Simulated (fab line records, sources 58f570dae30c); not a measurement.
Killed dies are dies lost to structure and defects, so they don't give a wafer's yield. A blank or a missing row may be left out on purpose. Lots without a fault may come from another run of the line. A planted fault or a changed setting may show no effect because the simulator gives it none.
fab line records | flow berkeley_cmos170
record lots=14 wafers=42 last_day=12
route steps=331 shown NLDD@162 PSD@185 CONTACT@231 M1@249
lots that met no fault: from a run of the same line without faults
start_h: hours from the record's first day to the start of the lot's first wafer shown | wait_h: hours since the lot's step before | " the same as in the row above | L1.1+2: a row that stands for several wafers | - no value, or no start given | * or withheld: withheld | < > ~ a bound
route shown NAME@n: a module of which the file shows steps, and the number in the route of the first | usual: mean/standard deviation of fault-free wafers | same: alike in all rows | chamber/n: place in a boat | sites: the reading at each site | _std_site: their standard deviation | _edge_site: outer sites' mean less inner sites' | radius_mm: how far each site lies from the wafer's centre | mask NAME#n: copy n | behind: the tool/chamber that last shaped the wafer | hold: why the lot was held/for how many hours/how that ended | device: the transistor (n, p or np) that didn't switch | end of line: the same wafers' tests at the end of the route | a step without rows: its recipe alone | killed: dies lost to structure and defects at the first sort, not the wafer's yield | map: a wafer's dies, x killed, . not, _ none there
set.NAME: the setting as run; set.NAME@STEP: as run at that earlier step | model.NAME: the simulator's own value behind a step, which no gauge read
steps of the route over a sample of lots; a table a step, a row a wafer
services: from which hour (start_h, from the record's first day; less than 0 if before it) a tool's chamber was out of use, for how many hours, and why
## steps
# step UCB170_NLDD_PEB_04
# recipe peb_temp_c=130 peb_time_s=withheld resist=KrF
# usual chill_plate_temp_C=23.01/0.11 heater_power_total_W=56.80/0.044
# columns lot.wafer tool chamber start_h wait_h chill_plate_temp_C heater_power_total_W
L521.3 litho_track-04 0 148.74 0.7 22.93 56.78
L521.5 " 0 " " 22.82 56.80
L521.6 " 0 " " 23.05 56.76
L522.1 litho_track-04 0 149.41 0.8 23.02 56.80
L522.5 " 0 " " 22.95 56.83
L522.6 " 0 " " 23.16 56.77
L525.1 litho_track-01 0 157.81 0.1 22.86 56.76
L525.2 " 0 " " 23.07 56.81
L525.4 " 0 " " 23.10 56.79
L523.1 litho_track-04 0 158.69 0.1 23.05 56.75
L523.3 " 0 " " 22.92 56.77
L523.6 " 0 " " 23.01 56.83
L524.2 litho_track-04 0 158.99 0.3 23.01 56.84
L524.5 " 0 " " 22.83 56.83
L524.6 " 0 " " 22.82 56.79
L526.3 litho_track-03 0 179.72 0.1 23.14 56.85
L526.4 " 0 " " 23.20 56.82
L526.5 " 0 " " 23.16 56.82
L527.1 litho_track-04 0 180.19 0.3 23.10 56.84
L527.2 " 0 " " 23.26 56.77
L527.6 " 0 " " 23.07 56.83
L530.2 litho_track-03 0 189.64 0.1 22.85 56.76
L530.4 " 0 " " 22.86 56.75
L530.6 " 0 " " 22.88 56.86
L529.3 litho_track-03 0 190.22 0.4 22.98 56.85
L529.4 " 0 " " 22.91 56.75
L529.5 " 0 " " 22.90 56.76
L531.2 litho_track-03 0 214.29 0.1 22.94 72.15
L531.5 " 0 " " 22.95 72.20
L531.6 " 0 " " 23.07 71.97
L533.2 litho_track-03 0 223.91 0.1 22.89 72.15
L533.4 " 0 " " 23.13 72.06
L533.5 " 0 " " 23.03 72.24
L541.1 litho_track-04 0 253.56 0.6 23.03 56.78
L541.3 " 0 " " 23.11 56.79
L541.6 " 0 " " 22.96 56.83
L542.3 litho_track-04 0 253.88 0.5 22.87 56.84
L542.4 " 0 " " 22.94 56.82
L542.6 " 0 " " 22.94 56.80
L538.1 litho_track-01 0 254.33 0.5 22.86 56.80
L538.4 " 0 " " 22.96 56.81
L538.5 " 0 " " 22.92 56.80
# step UCB170_NLDD_CD_MEAS_06
# recipe target_cd_nm=1200
# usual cd_nm=1200.5/1.3
# columns lot.wafer tool chamber start_h wait_h cd_nm
L521.3 cd_sem-01 - 149.00 - 1201.9
L521.5 " - " " 1201.9
L521.6 " - " " 1201.7
L522.1 cd_sem-01 - 149.69 - 1200.5
L522.5 " - " " 1201.2
L522.6 " - " " 1200.7
L525.1 cd_sem-02 - 158.09 - 1197.2
L525.2 " - " " 1197.9
L525.4 " - " " 1198.6
L523.1 cd_sem-01 - 158.96 - 1200.1
L523.3 " - " " 1198.8
L523.6 " - " " 1198.2
L524.2 cd_sem-02 - 159.25 - 1201.4
L524.5 " - " " 1200.0
L524.6 " - " " 1200.6
L526.3 cd_sem-02 - 179.99 - 1199.0
L526.4 " - " " 1198.8
L526.5 " - " " 1199.4
L527.1 cd_sem-02 - 180.46 - 1200.5
L527.2 " - " " 1200.0
L527.6 " - " " 1199.1
L530.2 cd_sem-02 - 189.91 - 1201.8
L530.4 " - " " 1199.5
L530.6 " - " " 1201.4
L529.3 cd_sem-01 - 190.48 - 1202.1
L529.4 " - " " 1201.3
L529.5 " - " " 1202.1
L531.2 cd_sem-02 - 214.56 - 1131.4
L531.5 " - " " 1131.5
L531.6 " - " " 1133.8
L533.2 cd_sem-01 - 224.18 - 1139.1
L533.4 " - " " 1140.1
L533.5 " - " " 1139.6
L541.1 cd_sem-01 - 253.83 - 1201.5
L541.3 " - " " 1200.2
L541.6 " - " " 1200.6
L542.3 cd_sem-01 - 254.15 - 1200.7
L542.4 " - " " 1200.5
L542.6 " - " " 1201.9
L538.1 cd_sem-01 - 254.60 - 1204.0
L538.4 " - " " 1202.8
L538.5 " - " " 1202.2
# step UCB170_PSD_TW_MEAS_10
# usual PSD_TW=2319/23
# columns lot.wafer tool chamber start_h wait_h PSD_TW
L521.3 film_metro-03 - 157.33 0.1 2298
L521.5 " - " " 2295
L521.6 " - " " 2309
L522.1 film_metro-02 - 157.39 0.1 2353
L522.5 " - " " 2358
L522.6 " - " " 2371
L525.1 film_metro-01 - 165.94 0.1 2287
L525.2 " - " " 2297
L525.4 " - " " 2293
L524.2 film_metro-02 - 166.07 0.1 2351
L524.5 " - " " 2358
L524.6 " - " " 2361
L523.1 film_metro-01 - 166.17 0.1 2298
L523.3 " - " " 2293
L523.6 " - " " 2283
L526.3 film_metro-01 - 191.26 0.1 2290
L526.4 " - " " 2272
L526.5 " - " " 2292
L527.1 film_metro-02 - 191.40 0.1 2325
L527.2 " - " " 2333
L527.6 " - " " 2341
L529.3 film_metro-02 - 200.59 0.1 2346
L529.4 " - " " 2341
L529.5 " - " " 2348
L530.2 film_metro-01 - 200.73 0.1 2306
L530.4 " - " " 2318
L530.6 " - " " 2311
L531.2 film_metro-02 - 224.34 0.1 2337
L531.5 " - " " 2331
L531.6 " - " " 2333
L533.2 film_metro-01 - 232.04 0.1 2306
L533.4 " - " " 2297
L533.5 " - " " 2295
L541.1 film_metro-03 - 260.88 0.1 2309
L541.3 " - " " 2319
L541.6 " - " " 2321
L542.3 film_metro-02 - 260.98 0.1 2343
L542.4 " - " " 2337
L542.6 " - " " 2323
L538.1 film_metro-02 - 261.43 0.1 2344
L538.4 " - " " 2335
L538.5 " - " " 2327
# step UCB170_CONTACT_CD_MEAS_15
# recipe target_cd_nm=700
# usual cd_nm=700.1/1.6
# columns lot.wafer tool chamber start_h wait_h cd_nm
L521.3 cd_sem-02 - 167.75 - 701.4
L521.5 " - " " 699.5
L521.6 " - " " 700.7
L522.1 cd_sem-01 - 167.79 - 695.6
L522.5 " - " " 696.9
L522.6 " - " " 696.8
L525.1 cd_sem-02 - 174.06 - 699.5
L525.2 " - " " 699.9
L525.4 " - " " 699.7
L524.2 cd_sem-02 - 174.68 - 697.5
L524.5 " - " " 697.9
L524.6 " - " " 699.1
L523.1 cd_sem-02 - 176.53 - 699.9
L523.3 " - " " 699.9
L523.6 " - " " 700.0
L526.3 cd_sem-02 - 199.67 - 699.8
L526.4 " - " " 701.3
L526.5 " - " " 701.0
L527.1 cd_sem-01 - 200.04 - 702.1
L527.2 " - " " 701.5
L527.6 " - " " 701.6
L529.3 cd_sem-02 - 208.12 - 699.4
L529.4 " - " " 699.8
L529.5 " - " " 700.4
L530.2 cd_sem-02 - 208.75 - 699.7
L530.4 " - " " 700.1
L530.6 " - " " 699.7
L531.2 cd_sem-01 - 234.31 - 699.8
L531.5 " - " " 699.8
L531.6 " - " " 699.9
L533.2 cd_sem-02 - 241.94 - 701.6
L533.4 " - " " 699.9
L533.5 " - " " 701.0
L541.1 cd_sem-02 - 269.91 - 698.9
L541.3 " - " " 697.7
L541.6 " - " " 698.9
L542.3 cd_sem-01 - 272.53 - 697.8
L542.4 " - " " 697.0
L542.6 " - " " 698.4
L538.1 cd_sem-02 - 273.12 - 702.5
L538.4 " - " " 701.4
L538.5 " - " " 701.5
# step UCB170_M1_ETCH_11
# recipe chemistry=N2/H2 target_depth_a=withheld overetch_a=withheld target=BARC time_s=withheld source_w=500 bias_w=100 pressure_mtorr=30 n2_flow_sccm=100 h2_flow_sccm=200
# usual drypump_motor_current_A=5.7/0.34 oes_product_au=1.012/0.019 rf_fwd_power_W=495.0/2.1 throttle_valve_pct=13.31/0.16
# columns lot.wafer tool chamber start_h wait_h drypump_motor_current_A oes_product_au rf_fwd_power_W throttle_valve_pct
L521.3 rie_diel-04 3 169.67 0.0 5.9 0.970 495.8 13.13
L521.5 " 3 " " 5.8 0.960 494.8 13.13
L521.6 " 0 " " 5.5 1.002 496.5 13.36
L522.1 rie_diel-03 3 170.18 0.0 6.5 1.018 492.9 13.30
L522.5 " 1 " " 5.3 0.992 498.5 13.62
L522.6 " 0 " " 5.4 1.005 495.6 13.23
L525.1 rie_diel-01 1 176.21 0.0 5.6 1.036 498.3 13.33
L525.2 " 0 " " 6.0 1.017 495.6 13.46
L525.4 " 3 " " 5.7 1.024 495.3 13.57
L524.2 rie_diel-03 0 176.96 0.0 5.4 1.006 495.0 13.25
L524.5 " 1 " " 5.3 0.998 498.0 13.63
L524.6 " 2 " " 5.8 1.021 492.0 13.27
L523.1 rie_diel-01 0 179.07 0.0 6.0 1.017 494.9 13.48
L523.3 " 3 " " 5.7 1.032 494.8 13.56
L523.6 " 1 " " 5.6 1.047 498.8 13.33
L526.3 rie_diel-03 0 201.90 0.0 5.4 1.008 494.2 13.25
L526.4 " 2 " " 5.9 1.005 493.4 13.26
L526.5 " 3 " " 6.5 1.010 495.2 13.28
L527.1 rie_diel-01 3 202.07 0.0 5.7 1.031 496.3 13.56
L527.2 " 0 " " 6.0 1.018 495.0 13.49
L527.6 " 3 " " 5.7 1.030 493.7 13.59
L529.3 rie_diel-03 3 212.25 0.0 6.6 1.004 499.8 13.29
L529.4 " 2 " " 5.9 1.007 493.7 13.28
L529.5 " 2 " " 5.8 1.004 492.1 13.26
L530.2 rie_diel-01 0 212.25 0.0 6.0 1.007 496.2 13.48
L530.4 " 3 " " 5.7 1.023 494.8 13.57
L530.6 " 1 " " 5.6 1.033 495.8 13.35
L531.2 rie_diel-04 3 237.09 0.0 5.8 0.967 496.3 13.14
L531.5 " 3 " " 5.9 0.967 492.4 13.13
L531.6 " 2 " " 5.8 1.025 489.9 13.06
L533.2 rie_diel-03 0 244.67 0.0 5.4 1.007 494.6 13.24
L533.4 " 2 " " 5.8 1.015 493.0 13.28
L533.5 " 1 " " 5.3 1.014 496.3 13.64
L541.1 rie_diel-01 3 272.37 0.0 5.7 1.026 496.1 13.56
L541.3 " 2 " " 5.5 1.010 496.4 13.35
L541.6 " 3 " " 5.7 1.022 496.0 13.57
L542.3 rie_diel-04 0 274.92 0.0 5.4 0.982 494.7 13.32
L542.4 " 2 " " 5.7 1.029 490.7 13.07
L542.6 " 3 " " 5.8 0.973 497.2 13.13
L538.1 rie_diel-01 0 275.65 0.0 6.0 1.028 496.8 13.46
L538.4 " 1 " " 5.6 1.038 497.7 13.35
L538.5 " 1 " " 5.6 1.038 495.7 13.34
## services
# columns tool chamber start_h hours kind
rie_diel-01 - 170.96 4.3 pm
rie_diel-04 0 191.40 16.0 repair
rie_diel-03 2 195.19 5.8 repair
rie_diel-01 0 226.26 5.6 repair
rie_diel-01 3 227.97 16.9 repair
rie_diel-01 2 231.86 7.1 repair
rie_diel-03 1 236.55 7.0 repair
rie_diel-04 2 244.12 4.3 repair
rie_diel-04 0 248.04 4.1 repair
rie_diel-01 0 248.57 - clean
rie_diel-01 0 248.57 25.8 scheduled_down
rie_diel-01 0 248.57 25.8 vent_cycle
rie_diel-04 0 252.16 - clean
rie_diel-04 0 252.16 19.7 scheduled_down
rie_diel-04 0 252.16 19.7 vent_cycle
rie_diel-03 - 265.82 4.0 pm
rie_diel-01 1 271.30 2.6 repair
rie_diel-03 - 272.80 1.1 repair
## key
first_sign step=UCB170_NLDD_PEB_04 reading=heater_power_total_W direction=up sigmas=99+ usual=56.80 struck=72.13
effect step=UCB170_NLDD_CD_MEAS_06 reading=cd_nm direction=down sigmas=51 usual=1200.5 struck=1135.9 through=control_loop
met_at UCB170_NLDD_PEB_04
struck_lots L531,L533
tester_left_out L531,L533
loop_trim step=UCB170_NLDD_EXPOSE_03 setting=dose lots=L533
not_acting_at UCB170_PSD_TW_MEAS_10,UCB170_CONTACT_CD_MEAS_15,UCB170_M1_ETCH_11
onset_between 190.22 214.29
fault kind=process_parameter_drift tool=litho_track-03 chamber=- onset_h=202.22 steps=UCB170_NLDD_PEB_04 channel=peb_time_s offset=withheld shape=step end_h=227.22 acts_in=*
# tester_left_out: of these lots the tester's yield and bins aren't shown, on N5 and GAA mostly nor the transistor test; their killed dies are dies lost to structure and defects alone, not to doping, threshold or leakage, so they don't give the yield
# loop_trim: a control loop set the setting to another value than it would have without faults
